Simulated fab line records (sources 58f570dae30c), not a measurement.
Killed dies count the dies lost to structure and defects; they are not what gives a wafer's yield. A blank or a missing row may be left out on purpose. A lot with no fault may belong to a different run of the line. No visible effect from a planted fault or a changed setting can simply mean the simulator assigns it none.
Split-lot experiment	flow berkeley cmos170	27 wafers read across 5 lots, on a route 331 steps long

== ABOUT THE SPLIT ==
At UCB170_START_OXIDATION_02 (target thk 20 nm, ox time 1800 s), the setting ox time s was moved away from the recipe's 1800 s on 18 of the 27 wafers read, by +38.7% to +53.2%. For the rest of the wafers, this setting stayed at what the recipe calls for.

The file shows no step between the split and the reading.

== THE READING ==
Values of START_OXIDE_THK in nm from UCB170_START_THK_MEAS_03. Typical for fault-free wafers on this fab line: 20.0 nm, with standard deviation 0.49 nm.

wafer	tool, chamber at the split	ox time s as run, s	against the recipe	START_OXIDE_THK, nm	against lot-mates on the recipe
L076.1	-, -	2735	+51.9%	26.3	no lot-mate on the recipe
L076.2	-, -	2735	+51.9%	26.5	no lot-mate on the recipe
L076.3	-, -	2735	+51.9%	26.5	no lot-mate on the recipe
L076.4	-, -	2735	+51.9%	26.3	no lot-mate on the recipe
L076.5	-, -	2735	+51.9%	26.4	no lot-mate on the recipe
L076.6	-, -	2735	+51.9%	26.3	no lot-mate on the recipe
L077.1	-, -	2757	+53.2%	26.2	no lot-mate on the recipe
L077.2	-, -	2757	+53.2%	26.2	no lot-mate on the recipe
L077.3	-, -	2757	+53.2%	26.6	no lot-mate on the recipe
L077.4	-, -	2757	+53.2%	26.4	no lot-mate on the recipe
L077.5	-, -	2757	+53.2%	26.2	no lot-mate on the recipe
L077.6	-, -	2757	+53.2%	26.3	no lot-mate on the recipe
L079.1	furnace-01, 0	1800	recipe	20.8	-
L079.2	furnace-01, 0	1800	recipe	20.8	-
L079.3	furnace-01, 0	1800	recipe	20.9	-
L081.1	-, -	1800	recipe	19.4	-
L081.2	-, -	1800	recipe	19.5	-
L081.3	-, -	1800	recipe	19.3	-
L081.4	-, -	1800	recipe	19.5	-
L081.5	-, -	1800	recipe	19.7	-
L081.6	-, -	1800	recipe	19.3	-
L083.1	-, -	2497	+38.7%	25.5	no lot-mate on the recipe
L083.2	-, -	2497	+38.7%	25.7	no lot-mate on the recipe
L083.3	-, -	2497	+38.7%	25.2	no lot-mate on the recipe
L083.4	-, -	2497	+38.7%	25.7	no lot-mate on the recipe
L083.5	-, -	2497	+38.7%	25.1	no lot-mate on the recipe
L083.6	-, -	2497	+38.7%	25.6	no lot-mate on the recipe

THE FIT
A straight line over all 27 wafers: START_OXIDE_THK changes by +0.125 nm for each +1% of ox time s; r = +0.98; the points scatter about the line by 0.55 nm.
Too few moved wafers have a lot-mate on the recipe to fit a line with each lot's own level taken away.

== THE WHOLE CHAIN: every reading that the file lists as answering this split, in the file's order ==
step	what it does	reading	change (the file's fit)	r (the file's)
UCB170_START_OXIDATION_02	target thk 20 nm, ox time 1800 s	SiO2_of_START_OXIDATION_02.thk nm (the simulator's own value, which no gauge read)	+0.125 nm for each +1% of the setting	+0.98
UCB170_START_THK_MEAS_03		START_OXIDE_THK	+0.126 for each +1% of the setting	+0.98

== THE FILE'S OWN FIT ==
START_OXIDE_THK changes by +0.126 nm for each +1% of ox time s, r = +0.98.
